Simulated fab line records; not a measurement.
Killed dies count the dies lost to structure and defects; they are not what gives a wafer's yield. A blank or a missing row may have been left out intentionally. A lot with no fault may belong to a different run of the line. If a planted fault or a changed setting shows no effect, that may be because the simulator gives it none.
fab line records :: flow berkeley_cmos170
record
  lots=5
  wafers=15
  last_day=11
route steps=331 shown WELLDRIVE@55 ACTIVE@60
lots with no fault: from the same line, run without faults
start_h: the number of hours between the record's first day and the start of the first shown wafer of the lot :: wait_h: hours elapsed since this lot's preceding step :: " as in the row above :: L1.1+2: one row covering several wafers at once :: - no value present, or no start provided :: * or withheld: withheld :: < > ~ a bound
route shown NAME@n: NAME is a module with steps in the file, n the number in the route of the first one :: usual: mean and standard deviation over wafers with no fault :: same: alike in all rows :: chamber/n: place in a boat :: sites: per-site readings :: _std_site: standard deviation of those values :: _edge_site: mean of outer sites minus mean of inner sites :: radius_mm: for every site, how far away it sits from the centre of the wafer :: mask NAME#n: copy n :: behind: tool/chamber where the wafer was last shaped :: hold: why the lot was held/for how many hours/how that ended :: device: the transistor (n, p or np) that didn't switch :: end of line: the tests these same wafers got at the end of their route :: a step with no rows: only its recipe :: killed: at the first sort, the dies lost to defects and structure; wafer yield is something else :: map: dies across one wafer; x = killed, . = not, _ = none there
set.NAME: the run value of the setting; set.NAME@STEP: its run value at that earlier step :: model.NAME: the simulator's own value behind a step, which no gauge read
lots seen at some steps along the route; tables by step, rows by wafer
services: the hour from which a tool's chamber was out of use, counted from the record's first day as start_h (under 0 if before that day), plus the number of hours and why
## steps
# step UCB170_WELLDRIVE_CLEAN_00
# recipe
  chemistry=SPM
  temp_c=120
  time_s=600
lot.wafer: L075.1+5+6
tool: wet_bench-04
chamber: 0
start_h: 72.49
wait_h: 0.0

lot.wafer: L076.1+3+5
tool: wet_bench-02
chamber: 0
start_h: 75.61
wait_h: 0.0

lot.wafer: L077.2+4+6
tool: wet_bench-02
chamber: 2
start_h: 80.78
wait_h: 0.0

lot.wafer: L083.1+3+6
tool: wet_bench-02
chamber: 3
start_h: 103.74
wait_h: 0.0

lot.wafer: L090.2+3+6
tool: wet_bench-04
chamber: 2
start_h: 133.95
wait_h: 0.0
# step UCB170_WELLDRIVE_OXIDATION_01
# recipe
  temp_c=1100
  ambient=O2
  target_thk_a=1990
  ox_time_s=9000
# usual
  zone_power_source_pct=46/4.8
lot.wafer: L075.1
tool: furnace-01
chamber: 0
start_h: 73.22
wait_h: 0.6
zone_power_source_pct: 44

lot.wafer: L075.5
tool: furnace-01
chamber: 0
start_h: 73.22
wait_h: 0.6
zone_power_source_pct: 44

lot.wafer: L075.6
tool: furnace-01
chamber: 0
start_h: 73.22
wait_h: 0.6
zone_power_source_pct: 45

lot.wafer: L076.1
tool: furnace-02
chamber: 0
start_h: 82.15
wait_h: 6.4
zone_power_source_pct: 51

lot.wafer: L076.3
tool: furnace-02
chamber: 0
start_h: 82.15
wait_h: 6.4
zone_power_source_pct: 50

lot.wafer: L076.5
tool: furnace-02
chamber: 0
start_h: 82.15
wait_h: 6.4
zone_power_source_pct: 51

lot.wafer: L077.2
tool: furnace-02
chamber: 0
start_h: 82.15
wait_h: 1.2
zone_power_source_pct: 50

lot.wafer: L077.4
tool: furnace-02
chamber: 0
start_h: 82.15
wait_h: 1.2
zone_power_source_pct: 50

lot.wafer: L077.6
tool: furnace-02
chamber: 0
start_h: 82.15
wait_h: 1.2
zone_power_source_pct: 49

lot.wafer: L083.1
tool: furnace-04
chamber: 0
start_h: 109.16
wait_h: 5.2
zone_power_source_pct: 38

lot.wafer: L083.3
tool: furnace-04
chamber: 0
start_h: 109.16
wait_h: 5.2
zone_power_source_pct: 38

lot.wafer: L083.6
tool: furnace-04
chamber: 0
start_h: 109.16
wait_h: 5.2
zone_power_source_pct: 38

lot.wafer: L090.2
tool: furnace-02
chamber: 0
start_h: 136.46
wait_h: 2.3
zone_power_source_pct: 50

lot.wafer: L090.3
tool: furnace-02
chamber: 0
start_h: 136.46
wait_h: 2.3
zone_power_source_pct: 49

lot.wafer: L090.6
tool: furnace-02
chamber: 0
start_h: 136.46
wait_h: 2.3
zone_power_source_pct: 51
# step UCB170_WELLDRIVE_THK_MEAS_02
# recipe
  reads=SiO2_of_WELLDRIVE_OXIDATION_01
# usual
  WELLDRIVE_OXIDE_THK=199/3.5
lot.wafer: L075.1
tool: film_metro-03
chamber: -
start_h: 76.72
wait_h: 0.0
WELLDRIVE_OXIDE_THK[nm]: 202

lot.wafer: L075.5
tool: film_metro-03
chamber: -
start_h: 76.72
wait_h: 0.0
WELLDRIVE_OXIDE_THK[nm]: 202

lot.wafer: L075.6
tool: film_metro-03
chamber: -
start_h: 76.72
wait_h: 0.0
WELLDRIVE_OXIDE_THK[nm]: 200

lot.wafer: L076.1
tool: film_metro-02
chamber: -
start_h: 85.65
wait_h: 0.0
WELLDRIVE_OXIDE_THK[nm]: 194

lot.wafer: L076.3
tool: film_metro-02
chamber: -
start_h: 85.65
wait_h: 0.0
WELLDRIVE_OXIDE_THK[nm]: 195

lot.wafer: L076.5
tool: film_metro-02
chamber: -
start_h: 85.65
wait_h: 0.0
WELLDRIVE_OXIDE_THK[nm]: 195

lot.wafer: L077.2
tool: film_metro-03
chamber: -
start_h: 85.67
wait_h: 0.0
WELLDRIVE_OXIDE_THK[nm]: 194

lot.wafer: L077.4
tool: film_metro-03
chamber: -
start_h: 85.67
wait_h: 0.0
WELLDRIVE_OXIDE_THK[nm]: 192

lot.wafer: L077.6
tool: film_metro-03
chamber: -
start_h: 85.67
wait_h: 0.0
WELLDRIVE_OXIDE_THK[nm]: 195

lot.wafer: L083.1
tool: film_metro-01
chamber: -
start_h: 112.66
wait_h: 0.0
WELLDRIVE_OXIDE_THK[nm]: 199

lot.wafer: L083.3
tool: film_metro-01
chamber: -
start_h: 112.66
wait_h: 0.0
WELLDRIVE_OXIDE_THK[nm]: 199

lot.wafer: L083.6
tool: film_metro-01
chamber: -
start_h: 112.66
wait_h: 0.0
WELLDRIVE_OXIDE_THK[nm]: 199

lot.wafer: L090.2
tool: film_metro-02
chamber: -
start_h: 139.97
wait_h: 0.0
WELLDRIVE_OXIDE_THK[nm]: 201

lot.wafer: L090.3
tool: film_metro-02
chamber: -
start_h: 139.97
wait_h: 0.0
WELLDRIVE_OXIDE_THK[nm]: 202

lot.wafer: L090.6
tool: film_metro-02
chamber: -
start_h: 139.97
wait_h: 0.0
WELLDRIVE_OXIDE_THK[nm]: 204
# step UCB170_WELLDRIVE_ANNEAL_03
# recipe
  temp_c=1100
  time_s=900
  ambient=N2
# usual
  zone_power_source_pct=44/5.4
lot.wafer: L075.1
tool: furnace-01
chamber: 0
start_h: 84.09
wait_h: 7.4
zone_power_source_pct: 43

lot.wafer: L075.5
tool: furnace-01
chamber: 0
start_h: 84.09
wait_h: 7.4
zone_power_source_pct: 44

lot.wafer: L075.6
tool: furnace-01
chamber: 0
start_h: 84.09
wait_h: 7.4
zone_power_source_pct: 44

lot.wafer: L076.1
tool: furnace-01
chamber: 0
start_h: 89.42
wait_h: 3.8
zone_power_source_pct: 44

lot.wafer: L076.3
tool: furnace-01
chamber: 0
start_h: 89.42
wait_h: 3.8
zone_power_source_pct: 44

lot.wafer: L076.5
tool: furnace-01
chamber: 0
start_h: 89.42
wait_h: 3.8
zone_power_source_pct: 44

lot.wafer: L077.2
tool: furnace-01
chamber: 0
start_h: 89.42
wait_h: 3.7
zone_power_source_pct: 44

lot.wafer: L077.4
tool: furnace-01
chamber: 0
start_h: 89.42
wait_h: 3.7
zone_power_source_pct: 44

lot.wafer: L077.6
tool: furnace-01
chamber: 0
start_h: 89.42
wait_h: 3.7
zone_power_source_pct: 44

lot.wafer: L083.1
tool: furnace-02
chamber: 0
start_h: 115.31
wait_h: 2.6
zone_power_source_pct: 50

lot.wafer: L083.3
tool: furnace-02
chamber: 0
start_h: 115.31
wait_h: 2.6
zone_power_source_pct: 50

lot.wafer: L083.6
tool: furnace-02
chamber: 0
start_h: 115.31
wait_h: 2.6
zone_power_source_pct: 51

lot.wafer: L090.2
tool: furnace-04
chamber: 0
start_h: 143.24
wait_h: 3.3
zone_power_source_pct: 38

lot.wafer: L090.3
tool: furnace-04
chamber: 0
start_h: 143.24
wait_h: 3.3
zone_power_source_pct: 37

lot.wafer: L090.6
tool: furnace-04
chamber: 0
start_h: 143.24
wait_h: 3.3
zone_power_source_pct: 38
# step UCB170_WELLDRIVE_WET_ETCH_04
# recipe
  chemistry=BOE
  dilution=5:1
  target=SiO2
  temp_c=25
  time_s=120
lot.wafer: L075.1+5+6
tool: wet_bench-03
chamber: 3
start_h: 85.34
wait_h: 0.0

lot.wafer: L076.1+3+5
tool: wet_bench-02
chamber: 0
start_h: 90.67
wait_h: 0.0

lot.wafer: L077.2+4+6
tool: wet_bench-02
chamber: 0
start_h: 90.67
wait_h: 0.0

lot.wafer: L083.1+3+6
tool: wet_bench-04
chamber: 2
start_h: 116.56
wait_h: 0.0

lot.wafer: L090.2+3+6
tool: wet_bench-03
chamber: 3
start_h: 144.56
wait_h: 0.1
# step UCB170_ACTIVE_CLEAN_00
# recipe
  chemistry=SPM
  temp_c=120
  time_s=600
lot.wafer: L075.1+5+6
tool: wet_bench-03
chamber: 1
start_h: 85.38
wait_h: 0.0

lot.wafer: L076.1+3+5
tool: wet_bench-02
chamber: 0
start_h: 90.72
wait_h: 0.0

lot.wafer: L077.2+4+6
tool: wet_bench-02
chamber: 2
start_h: 90.72
wait_h: 0.0

lot.wafer: L083.1+3+6
tool: wet_bench-03
chamber: 0
start_h: 116.61
wait_h: 0.0

lot.wafer: L090.2+3+6
tool: wet_bench-03
chamber: 3
start_h: 144.60
wait_h: 0.0
# step UCB170_ACTIVE_CLEAN_01
# recipe
  chemistry=dHF
  dilution=25:1
  time_s=60
lot.wafer: L075.1+5+6
tool: wet_bench-03
chamber: 1
start_h: 85.56
wait_h: 0.0

lot.wafer: L076.1+3+5
tool: wet_bench-03
chamber: 1
start_h: 90.91
wait_h: 0.0

lot.wafer: L077.2+4+6
tool: wet_bench-03
chamber: 1
start_h: 90.91
wait_h: 0.0

lot.wafer: L083.1+3+6
tool: wet_bench-02
chamber: 2
start_h: 116.78
wait_h: 0.0

lot.wafer: L090.2+3+6
tool: wet_bench-03
chamber: 2
start_h: 144.78
wait_h: 0.0
## services
tool: furnace-02
chamber: -
start_h: 72.63
hours: 8.0
kind: repair

tool: furnace-04
chamber: -
start_h: 77.03
hours: 3.3
kind: pm

tool: furnace-04
chamber: -
start_h: 99.47
hours: 2.5
kind: pm

tool: furnace-02
chamber: -
start_h: 102.02
hours: 3.5
kind: pm

tool: furnace-01
chamber: -
start_h: 144.55
hours: 3.1
kind: pm
## key
fault none
